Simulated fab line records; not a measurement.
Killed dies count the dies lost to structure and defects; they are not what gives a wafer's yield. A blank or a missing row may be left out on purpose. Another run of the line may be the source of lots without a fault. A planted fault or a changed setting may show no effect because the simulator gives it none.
A lot that was struck, set against a sound lot || flow berkeley-cmos170 || 13 out of 331 route steps
Sound: the wafers L711.3, L711.4, L711.6. Struck: wafers L727.1, L727.3, L727.5. Last of all comes the cause.
At each step with rows: each side's tool, then ch and its chambers, then its first start. Under that, the readings that differ: sound wafers || struck wafers || difference of the means || sigmas: that difference in standard deviations of wafers without a fault.
alike: same words and numbers on both sides, and readings whose means sit less than 2 such deviations apart. not compared: any withheld reading, any reading some wafer has no value for, any bound like >300 that may hide the same value, and any number with overlapping values for which the record gives no deviation.
The two part at a step that has a row with sigmas, a row that says differs or no value, or rows on one side only. When numbers do not overlap yet have no deviation, they are printed without sigmas and do not part them. A reading missing from all wafers of one side parts the sides only when that side holds two or more wafers.

UCB170_FIELD_THK_MEAS_02:
  sound on film-metro-01 at day 6 19:17; struck on film-metro-01 at day 10 05:40
  alike: FIELD_OXIDE_THK
then, 4 steps without rows for these wafers: UCB170_FIELD_ANNEAL_03 (time 1200 s); UCB170_FIELD_WET_ETCH_04 (etches SiO2 in dHF, time 60 s); UCB170_FIELD_WET_ETCH_05 (etches Si3N4 in H3PO4, time 12600 s); UCB170_FIELD_WET_ETCH_06 (etches SiO2 in BOE, time 22 s).
UCB170_FIELD_THK_MEAS_90:
  sound on film-metro-04 at day 7 05:38; struck on film-metro-04 at day 10 14:56
  alike: FIELD_OXIDE_LEFT_1_THK
then, 2 steps without rows for these wafers: UCB170_SACOX_CLEAN_00 (cleans in dHF, time 7.5 s); UCB170_SACOX_OXIDATION_01 (target thk 14.4 nm, ox time 2400 s).
UCB170_SACOX_THK_MEAS_02:
  sound on film-metro-01 at day 7 10:40; struck on film-metro-02 at day 10 21:05
  alike: SACOX_OXIDE_THK
then, 2 steps without rows for these wafers: UCB170_SCREENOX_WET_ETCH_00 (etches SiO2 in dHF, time 200 s); UCB170_SCREENOX_OXIDATION_01 (target thk 14.4 nm, ox time 2400 s).
UCB170_SCREENOX_THK_MEAS_02:
  sound on film-metro-03 at day 7 15:14; struck on film-metro-01 at day 11 06:17
  alike: SCREENOX_OXIDE_THK
UCB170_SCREENOX_ANNEAL_03: time 900 s.
  struck on furnace-04, day 11 12:23; sound on furnace-02 ch 0, day 7 21:43
  no value came back on the struck wafers for spike-tc-centre-C (C), spike-tc-load-C (C); on the sound wafers spike-tc-centre-C (C) reads 901.6 902.8 903.1

## WHERE THEY PART
Within this record, at UCB170_SCREENOX_ANNEAL_03 only.

WHY: the cause the simulator had injected
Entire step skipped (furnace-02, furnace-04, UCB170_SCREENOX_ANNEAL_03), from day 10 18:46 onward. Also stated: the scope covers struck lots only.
